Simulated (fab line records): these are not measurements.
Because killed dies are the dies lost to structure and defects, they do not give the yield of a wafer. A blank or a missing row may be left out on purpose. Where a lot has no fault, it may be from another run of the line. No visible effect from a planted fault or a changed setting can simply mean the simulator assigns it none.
Matching of chambers | flow berkeley_cmos170 | rie_si-02 running UCB170_GATE_ETCH_15: 4 sister chambers
The step etches poly-Si in HBr/Cl2, stops on SiO2, time 56.3 s, target depth 278.2 nm. 14 wafers are shown with their chamber, then 6 later ones without.

== WAFERS WITH THEIR CHAMBER ==
wafer  | chamber | drypump_motor_current_A (A) | throttle_valve_pct (%) | oes_product_au (a.u.)
L110.3 | 3       | 5.0                         | 26.16                  | 0.836
L110.4 | 2       | 5.9                         | 26.50                  | 0.854
L110.5 | 3       | 5.0                         | 26.15                  | 0.833
L111.2 | 0       | 6.5                         | 26.20                  | 0.826
L111.4 | 3       | 5.0                         | 26.14                  | 0.836
L111.5 | 0       | 6.5                         | 26.19                  | 0.824
L114.2 | 3       | 5.0                         | 26.15                  | 0.832
L114.4 | 0       | 6.4                         | 26.19                  | 0.816
L114.5 | 2       | 5.9                         | 26.50                  | 0.839
L116.1 | 1       | 4.7                         | 26.58                  | 0.853
L116.3 | 2       | 5.9                         | 26.51                  | 0.854
L116.4 | 3       | 5.0                         | 26.15                  | 0.837
L119.5 | 3       | 5.0                         | 26.15                  | 0.864
L119.6 | 0       | 6.5                         | 26.20                  | 0.853

SIGNATURES (averages over the wafers above)
reading                 | chamber 0 | chamber 1 | chamber 2 | chamber 3 | scatter within a chamber
drypump_motor_current_A | 6.475     | 4.700     | 5.900     | 5.000     | 0.0274
throttle_valve_pct      | 26.1950   | 26.5800   | 26.5033   | 26.1500   | 0.00606
oes_product_au          | 0.82975   | 0.85300   | 0.84900   | 0.83967   | 0.0129
Rule: for each reading, subtract the chamber's mean from the wafer's reading, divide by that reading's scatter and square the result; add these up over the readings and take the root, which gives the wafer's distance from the chamber. The wafer belongs to the nearest chamber; if the next one is less than 2 further off, it can't be placed. How the scatter is found: for the shown wafers, subtract from each reading the mean of its chamber, square and add these, divide the total by (wafers less chambers), then take the root.

== WAFERS WHOSE CHAMBER IS MISSING ==
wafer  | drypump_motor_current_A (A) | throttle_valve_pct (%) | oes_product_au (a.u.)
L128.2 | 6.5                         | 26.17                  | 0.827
L128.4 | 5.8                         | 26.50                  | 0.846
L128.6 | 4.7                         | 26.59                  | 0.843
L130.1 | 5.0                         | 26.14                  | 0.841
L130.2 | 6.5                         | 26.19                  | 0.828
L130.5 | 5.0                         | 26.15                  | 0.850

== WHICH CHAMBER EACH ONE RAN IN ==
wafer  | from the rows above | in truth
L128.2 | 0                   | 0
L128.4 | 2                   | 2
L128.6 | 1                   | 1
L130.1 | 3                   | 3
L130.2 | 0                   | 0
L130.5 | 3                   | 3
Correctly placed: 6 of 6. From these rows, 0 cannot be placed. Number placed wrongly: 0.
